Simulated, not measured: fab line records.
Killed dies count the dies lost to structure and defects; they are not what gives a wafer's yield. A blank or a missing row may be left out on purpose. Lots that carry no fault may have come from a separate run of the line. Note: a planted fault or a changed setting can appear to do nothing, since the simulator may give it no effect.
2 desks, one fault / flow berkeley_cmos170 / each desk has only its own numbers; what lay behind them comes last

== AT THE METROLOGY DESK ==
What the gauges read, lot by lot, whatever tool the lot ran on: means of the sampled wafers that have a number. If a lot's mean is further than 4 standard deviations from the usual mean, the lot is out of limits and carries the mark OUT (the distance appears in the brackets).
Columns: A = INCOMING_BOW at UCB170_START_BOW_MEAS_00, usual -1 um; B = PFIELD_TW at UCB170_PFIELD_TW_MEAS_09, usual 595; C = FIELD_OXIDE_LEFT_2_THK at UCB170_FIELD_THK_MEAS_91, usual 353 nm
lot=L734; first seen here=day 1 10:00; A=-0; B=592; C=353
lot=L735; first seen here=day 1 15:01; A=-6; B=590; C=362
lot=L736; first seen here=day 1 20:02; A=-2; B=602; C=357
lot=L737; first seen here=day 2 01:00; A=0; B=590; C=361
lot=L738; first seen here=day 2 06:00; A=0; B=590; C=345
lot=L739; first seen here=day 2 11:01; A=-3; B=594; C=354
lot=L742; first seen here=day 3 02:00; A=-3; B=589; C=352
lot=L743; first seen here=day 3 07:02; A=3; B=595; C=357
lot=L744; first seen here=day 3 12:01; A=-1; B=601; C=376
lot=L745; first seen here=day 3 17:01; A=-1; B=587; C=357
lot=L747; first seen here=day 4 03:00; A=-2; B=588; C=380
lot=L748; first seen here=day 4 08:04; A=0; B=595; C=367
lot=L755; first seen here=day 5 19:00; A=2; B=598; C=356
lot=L756; first seen here=day 6 00:01; A=-3; B=598; C=359
This desk's verdict: no lot among the 14 shows anything out of limits.

== AT THE TOOL OWNER'S DESK: wet_bench-02 ==
The tool's own readings at UCB170_SCREENOX_WET_ETCH_00 (etches SiO2 in dHF, time 200 s): means of the sampled wafers that have a number, for each lot that ran on this tool. If a lot's mean is further than 4 standard deviations from the usual mean, the lot is out of limits and carries the mark OUT (the distance appears in the brackets).
Columns: A = run_length_s at UCB170_SCREENOX_WET_ETCH_00, usual 226.9 s; B = temp_c at UCB170_SCREENOX_WET_ETCH_00, usual 25.02 C
lot=L734; first seen here=day 6 10:17; A=234.0; B=24.98
lot=L735; first seen here=day 6 10:17; A=233.9; B=24.97
lot=L742; first seen here=day 8 04:22; A=223.6; B=25.12
lot=L743; first seen here=day 8 08:32; A=225.5; B=25.16
lot=L745; first seen here=day 8 08:32; A=227.6; B=25.21
lot=L748; first seen here=day 8 08:32; A=226.1; B=24.99
lot=L744; first seen here=day 8 12:34; A=126.9 (-38) OUT; B=25.05
lot=L747; first seen here=day 8 12:34; A=126.3 (-39) OUT; B=24.95
This desk finds L744, L747 out of limits, L744 being first, at day 8 12:34 (run_length_s at UCB170_SCREENOX_WET_ETCH_00). L734, L735, L742, L743, L745, L748 stayed within limits.

== PUT TOGETHER ==
On L744, L747, at day 8 12:34, an alarm was possible from the tool owner's desk.
The metrology desk saw nothing out of limits.
The metrology desk has L744, L747 on record, within its limits.
The lots listed all ran UCB170_SCREENOX_WET_ETCH_00 on wet_bench-02.

== WHAT THE SIMULATOR PUT IN ==
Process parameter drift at UCB170_SCREENOX_WET_ETCH_00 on wet_bench-02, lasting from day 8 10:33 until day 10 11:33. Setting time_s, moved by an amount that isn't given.
Struck lots among those shown: L744, L747.
How many hours passed from the start of the fault until each desk's first out-of-limits reading: the tool owner's desk, 2.
